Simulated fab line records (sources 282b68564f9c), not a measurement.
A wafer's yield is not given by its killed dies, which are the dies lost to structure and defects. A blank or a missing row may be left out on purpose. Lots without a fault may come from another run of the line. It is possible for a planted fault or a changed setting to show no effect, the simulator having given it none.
Struck lot and sound lot, side by side | flow ritCmos | 39 out of 202 route steps
Sound: the wafers L783.2, L783.5, L783.6. Wafers struck: L794.2, L794.4, L794.6. The cause is named last.
Each step with rows lists, per side, the tool, then ch with its chambers, then its first start. Under that, the readings that differ: sound wafers | struck wafers | difference of the means | sigmas: that difference in standard deviations of wafers without a fault.
alike: words and numbers the same on both sides, and readings whose means are apart by under 2 such deviations; not compared: readings that were withheld, readings missing a value for some wafer, numbers with overlapping values and no deviation given by the record, and bounds like >300 which may hide the same value.
A row with sigmas, a row that says differs or no value, or rows on one side alone: a step with any of these is where the two part. Numbers that have no deviation but don't overlap get no sigmas and don't part them. Lack of a reading on every wafer of one side parts them only where that side has two or more wafers.

first, 3 steps without rows for these wafers: RIT_GATE_EXPOSE_13 (exposes mask M6, target cd 150 nm); RIT_GATE_PEB_14; RIT_GATE_DEVELOP_15 (develop time 50 s).
RIT_GATE_CD_MEAS_16 targets a cd of 150 nm.
  sound: cdSem-02 at day 3 05:37; struck: cdSem-02 at day 5 11:54
reading   | sound             | struck            | difference | sigmas
cdNm (nm) | 147.0 145.9 147.7 | 153.7 151.3 152.8 | +5.7       | +2
RIT_GATE_OVL_MEAS_17:
  sound: overlay-01 at day 3 05:44; struck: overlay-02 at day 5 12:01
  alike: GATE_OVL
then, 1 step without rows for these wafers: RIT_GATE_HARDBAKE_18 (time 60 s).
RIT_GATE_ETCH_19: etches poly-Si in SF6/CHF3/O2, stops on SiO2, time 165 s, target depth 312.5 nm.
  sound on rieSi-02 ch 0,1,3, day 3 05:55; struck on rieSi-01 ch 2,3, day 5 12:11
  alike: drypumpMotorCurrentA, oesProductAu, throttleValvePct
  not compared: rfHoursCounterH
RIT_GATE_STRIP_20: strips in O2, time 180 s.
  sound on plasmaAsher-03 ch 0,1, day 3 06:01; struck on plasmaAsher-01 ch 1, day 5 12:18
  alike: drypumpMotorCurrentA
  not compared: rfHoursCounterH
RIT_GATE_CD_MEAS_90 targets a cd of 150 nm.
  sound: cdSem-01 at day 3 06:13; struck: cdSem-02 at day 5 12:29
  alike: cdNm
then, 3 steps without rows for these wafers: RIT_REOX_CLEAN_00 (cleans in SC1, time 600 s); RIT_REOX_CLEAN_01 (cleans in dHF, time 30 s); RIT_REOX_CLEAN_02 (cleans in SC2, time 600 s).
RIT_REOX_OXIDATION_03: target thk 25.2 nm, ox time 5580 s.
  sound on furnace-01 ch 0, day 3 06:41; struck on furnace-04 ch 0, day 5 13:22
reading                                    | sound                | struck               | difference | sigmas
spikeTcCentreC (C)                         | 902.3 901.1 902.8    | 910.3 910.5 909.6    | +8.1       | +8
spikeTcLoadC (C)                           | 928.1 929.7 928.7    | 935.7 934.2 937.5    | +7.0       | +5
spikeTcSourceC (C)                         | 924.5 924.5 925.0    | 937.5 938.0 938.1    | +13.2      | +6
tubeCenterTempC (C)                        | 899.91 900.03 900.05 | 908.08 908.11 907.99 | +8.06      | +99 or more
tube_center_temp_C_max                     | 902.3 903.8 901.9    | 910.4 911.0 910.2    | +7.9       | +17
model.SiO2_of_REOX_OXIDATION_03.thkNm (nm) | 24.95 24.67 24.8     | 27.3 27.29 27.21     | +2.5       | 
RIT_REOX_THK_MEAS_04:
  sound: filmMetro-01 at day 3 09:15; struck: filmMetro-01 at day 5 15:56
reading             | sound          | struck         | difference | sigmas
REOX_OXIDE_THK (nm) | 25.0 24.7 24.8 | 27.3 27.3 27.2 | +2.4       | +6
then, 6 steps without rows for these wafers: RIT_NLDD_HMDS_00 (prime time 60 s); RIT_NLDD_COAT_01 (resist thk 1000 nm); RIT_NLDD_SOFTBAKE_02 (time 60 s); RIT_NLDD_EXPOSE_03 (exposes mask M7, target cd 40700 nm); RIT_NLDD_PEB_04; RIT_NLDD_DEVELOP_05 (develop time 50 s).
RIT_NLDD_OVL_MEAS_06:
  sound: overlay-02 at day 3 10:30; struck: overlay-01 at day 5 16:58
  alike: NLDD_OVL
then, 2 steps without rows for these wafers: RIT_NLDD_HARDBAKE_07 (time 60 s); RIT_NLDD_IMPLANT_08.
RIT_NLDD_STRIP_09: strips in O2, time 180 s.
  sound on plasmaAsher-01 ch 0,1, day 3 10:50; struck on plasmaAsher-04 ch 0,1, day 5 17:17
  alike: drypumpMotorCurrentA
  not compared: rfHoursCounterH
RIT_NLDD_TW_MEAS_10:
  sound: filmMetro-02 at day 3 11:01; struck: filmMetro-03 at day 5 17:29
  alike: NLDD_TW
then, 6 steps without rows for these wafers: RIT_PLDD_HMDS_00 (prime time 60 s); RIT_PLDD_COAT_01 (resist thk 1000 nm); RIT_PLDD_SOFTBAKE_02 (time 60 s); RIT_PLDD_EXPOSE_03 (exposes mask M8, target cd 40900 nm); RIT_PLDD_PEB_04; RIT_PLDD_DEVELOP_05 (develop time 50 s).
RIT_PLDD_OVL_MEAS_06:
  sound: overlay-01 at day 3 11:55; struck: overlay-02 at day 5 18:23
  alike: PLDD_OVL
then, 2 steps without rows for these wafers: RIT_PLDD_HARDBAKE_07 (time 60 s); RIT_PLDD_IMPLANT_08.
RIT_PLDD_STRIP_09: strips in O2, time 180 s.
  sound on plasmaAsher-01 ch 0,1, day 3 12:15; struck on plasmaAsher-01 ch 0,1, day 5 18:43
  alike: drypumpMotorCurrentA
  not compared: rfHoursCounterH
RIT_PLDD_TW_MEAS_10:
  sound: filmMetro-02 at day 3 12:26; struck: filmMetro-04 at day 5 18:54
  alike: PLDD_TW
RIT_SPACER_CLEAN_00: cleans in SC1, time 600 s.
  sound on wetBench-02 ch 1, day 3 12:29; struck on wetBench-03 ch 2, day 5 18:57
reading                                    | sound             | struck            | difference | sigmas
tempC (C)                                  | 75.17 75.19 75.16 | 74.99 75.04 74.73 | -0.25      | -2
model.SiO2_of_REOX_OXIDATION_03.thkNm (nm) | 23.02 22.76 22.87 | 25.17 25.16 25.07 | +2.25      | 
then, 1 step without rows for these wafers: RIT_SPACER_CLEAN_01 (cleans in dHF, time 30 s).
RIT_M1_PROBE_99:
  sound: prober-02 at day 4 01:50; struck: prober-02 at day 6 08:46
reading                          | sound             | struck            | difference | sigmas
model.etest.pmosTurned.rOnOhmUm  | 3347 3266 3326    | 3926 3901 3940    | +609       | 
model.etest.pmos_0p3.rOnOhmUm    | 6357 6277 6289    | 6694 6646 6729    | +382       | 
model.etest.pmos_0p15.rOnOhmUm   | 2714 2636 2685    | 3106 3025 3099    | +398       | 
model.etest.pldd.rsOhmSq         | 472 461.3 469.7   | 629.8 621.6 615.1 | +154.5     | 
model.etest.nmos_0p3.rOnOhmUm    | 2220 2178 2193    | 2251 2239 2260    | +53        | 
model.etest.nmosTurned.driveUaUm | 320.8 332.2 325.5 | 273.4 275.7 274.7 | -51.6      | 
model.etest.nldd.rsOhmSq         | 380.9 382.3 383.5 | 414.1 417.3 410.8 | +31.8      | 
model.etest.pldd.lineOhmUm       | 152.2 145.6 145   | 195.3 195.1 194.9 | +47.5      | 
  alike: killedAtContacts, killedAtFrontEnd, killedDies, killedOpen, killedShort

## WHERE THEY PART
Last at RIT_SPACER_CLEAN_00 as far as this record goes, first at RIT_GATE_CD_MEAS_16. Later steps at which nothing parts them and some readings are alike: RIT_M1_PROBE_99.

WHY: the cause the simulator had injected
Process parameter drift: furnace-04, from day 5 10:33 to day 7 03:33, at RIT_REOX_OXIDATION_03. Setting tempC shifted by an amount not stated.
